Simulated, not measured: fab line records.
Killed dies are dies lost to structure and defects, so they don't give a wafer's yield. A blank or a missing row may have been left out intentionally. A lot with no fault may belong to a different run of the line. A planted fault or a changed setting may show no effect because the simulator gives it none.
A lot that was struck, set against a sound lot -- flow berkeley_cmos170 -- 16 steps out of a route of 331
Sound: the wafers L892.2, L892.4, L892.6. Wafers L902.1, L902.4, L902.5 were the ones struck. The cause comes at the end.
Per side, at each step with rows, come the tool, then ch with its chambers, and then its first start. Under that, the readings that differ: sound wafers -- struck wafers -- difference of the means -- sigmas: that difference in standard deviations of wafers without a fault.
alike: words and numbers the same on both sides, and readings whose means are apart by under 2 such deviations; not compared: readings that were withheld, readings missing a value for some wafer, numbers with overlapping values and no deviation given by the record, and bounds like >300 which may hide the same value.
A row with sigmas, a row that says differs or no value, or rows on one side alone: a step with any of these is where the two part. Numbers that don't overlap but have no deviation are shown without sigmas and don't part them. A reading that every wafer of one side lacks parts them only if that side has two wafers or more.

first, 1 step without rows for these wafers: UCB170_PWELL_OXIDATION_02 (target thk 26.4 nm, ox time 1260 s).
UCB170_PWELL_THK_MEAS_03:
  sound: film_metro-03 at day 3 06:11; struck: film_metro-04 at day 5 11:28
  alike: PWELL_OXIDE_THK
then, 2 steps without rows for these wafers: UCB170_PWELL_ANNEAL_04 (time 900 s); UCB170_PWELL_CVD_05 (deposits Si3N4 from SiH2Cl2/NH3, target thk 220 nm, time 3300 s).
UCB170_PWELL_THK_MEAS_06:
  sound: film_metro-01 at day 3 14:47; struck: film_metro-04 at day 5 18:16
  alike: PWELL_NITRIDE_THK
then, 6 steps without rows for these wafers: UCB170_PWELL_HMDS_07 (prime time 60 s); UCB170_PWELL_COAT_08 (resist thk 900 nm); UCB170_PWELL_SOFTBAKE_09 (time 60 s); UCB170_PWELL_EXPOSE_10 (exposes mask PWELL, target cd 3000 nm); UCB170_PWELL_PEB_11; UCB170_PWELL_DEVELOP_12 (develop time 45 s).
UCB170_PWELL_OVL_MEAS_13:
  sound: overlay-02 at day 3 16:10; struck: overlay-02 at day 5 19:13
  alike: PWELL_OVL
UCB170_PWELL_ETCH_14: etches Si3N4 in CH3F/Ar/O2, stops on SiO2, target depth 242 nm, time 151 s.
  sound on rie_diel-03 ch 0,1,3, day 3 16:12; struck on rie_diel-04 ch 0,1,3, day 5 19:15
  no value came back on the struck wafers for any of 5 readings (CH3F_flow_sccm (sccm), O2_flow_sccm (sccm) and others); on the sound wafers CH3F_flow_sccm (sccm) reads 19.99 19.94 19.93
reading,sound,struck,difference,sigmas
model.KrF_of_PWELL_COAT_08.thk_nm (nm),720.8 721.7 722,881.9 884.9 882.6,+161.6,
model.SiO2_of_PWELL_OXIDATION_02.thk_nm (nm),20.97 22.26 21.17,26.19 26.47 26.39,+4.88,
  not compared: rf_hours_counter_h
next, for these wafers, 1 step has no rows: UCB170_PWELL_IMPLANT_15.
UCB170_PWELL_STRIP_16: strips in O2.
  sound on plasma_asher-04 ch 0,1, day 3 16:27; struck on plasma_asher-02 ch 0,1, day 5 19:30
reading,sound,struck,difference,sigmas
strip_time_to_endpoint_s (s),18.01 18.01 18.00,21.53 21.61 21.55,+3.56,+46
  alike: drypump_motor_current_A, oes_product_au
  not compared: rf_hours_counter_h
UCB170_PWELL_TW_MEAS_17:
  sound: film_metro-03 at day 3 16:34; struck: film_metro-01 at day 5 19:41
reading,sound,struck,difference,sigmas
PWELL_TW,381.0 383.2 383.4,374.6 377.1 375.3,-6.9,-3

## WHERE THEY PART
At UCB170_PWELL_ETCH_14 first; at UCB170_PWELL_TW_MEAS_17 last (within this record only).

WHY: the cause the simulator had injected
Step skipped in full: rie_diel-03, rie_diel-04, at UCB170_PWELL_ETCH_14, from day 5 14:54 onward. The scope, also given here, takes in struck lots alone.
